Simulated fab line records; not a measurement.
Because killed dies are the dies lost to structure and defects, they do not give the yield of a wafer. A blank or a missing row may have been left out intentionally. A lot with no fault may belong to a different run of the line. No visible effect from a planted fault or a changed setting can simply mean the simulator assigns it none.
Problem report in the 8D (eight disciplines) form, filled by code	flow rit cmos	the parts of the form that need people (team, actions taken, sign-off) are left out

## 1. PROBLEM STATEMENT
Wafers without a fault read 1399.9 nm with a standard deviation of 2.2, while cd nm at RIT_ACTIVE_CD_MEAS_11 averages 1376.2 nm across 3 wafers of 1 lot. Relative to the usual mean, that is a shift of -11 standard deviations.
The step: target cd 1400 nm.
Seen first at day 3 21:46 on cd sem-02, wafer L305.1. Wafers with a number at this step in the record: 39, from 13 lots. Rule for "out" (also "out of limits"): further than 4 standard deviations from the usual mean. Any other wafer with a number is counted as sound.

## 2. WHAT IT IS, AND WHAT IT ISN'T
question	is	is not
which readings at this step	cd nm	-
which lots	L305	L294, L295, L297, L299, L300, L301, L302, L304, L306, L312, L314, L317
which wafers of those lots	all that have a number	-
read on which gauges	cd sem-02	cd sem-01
when	from day 3 21:46	up to then (24 sound wafers); but 12 sound wafers of L306, L312, L314, L317 came after

## 3. SUSPECTS, AND WHAT RULES EACH OUT
Counting: a tool stays on the suspect list if, at a process step up to the reading, it processed all lots that are out and no sound lot following the first of them.
- the gauge at RIT_ACTIVE_CD_MEAS_11 has been ruled out. All the wafers that are out were read on cd sem-02, but those of them that RIT_ACTIVE_EXPOSE_08 has rows for are out there too, on other tools.
- iline stepper-02 at RIT_ACTIVE_EXPOSE_08 (exposes mask M1, target cd 1400 nm): kept. It ran the lot that is out, L305 (day 3 21:22), and no sound lot after that; its last sound lot up to then is L302 (day 3 06:13). Its own exposure dose mJ cm2 readings are out on those wafers.
The count leaves iline stepper-02 at RIT_ACTIVE_EXPOSE_08.

## 4. THE CAUSE (what the simulator had put in)
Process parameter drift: iline stepper-02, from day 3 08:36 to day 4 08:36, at RIT_ACTIVE_EXPOSE_08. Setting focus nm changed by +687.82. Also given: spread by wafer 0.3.
After counting, this tool was the only one left.

## 5. SEQUENCE OF EFFECTS, ordered by route
Each row: a reading whose mean over the struck wafers that have a number lies more than 3 standard deviations from the usual. Only readings for which the record gives a usual standard deviation are gone through. hours: the time from each lot's start at the first step in this table that gives one to its start at this step, as a median over the lots. sigmas: the change in usual standard deviations.
hours	step	reading	usual	on struck wafers	change	sigmas
0	RIT_ACTIVE_EXPOSE_08	exposure dose mJ cm2	225.01	220.16	-4.85	-23
0	RIT_ACTIVE_CD_MEAS_11	cd nm	1399.9 nm	1376.2	-23.7	-11
Process steps it contains:
- RIT_ACTIVE_EXPOSE_08: exposes mask M1, target cd 1400 nm.

## 6. HOW IT WOULD HAVE BEEN CAUGHT EARLIER
In this record the first reading out of limits at a measuring or inspecting step was taken at day 3 21:46, 13 hours after the fault began at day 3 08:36.
At RIT_ACTIVE_EXPOSE_08, the tool's own readings (exposure dose mJ cm2) were out on each struck wafer the step has a row for, so an alarm limit on them would have fired on the first such wafer.
Each of the lots that are out, 1 in all, had begun RIT_ACTIVE_EXPOSE_08 on iline stepper-02 no later than day 3 21:46. Had the tool been put on hold then, not one of them would have been saved.
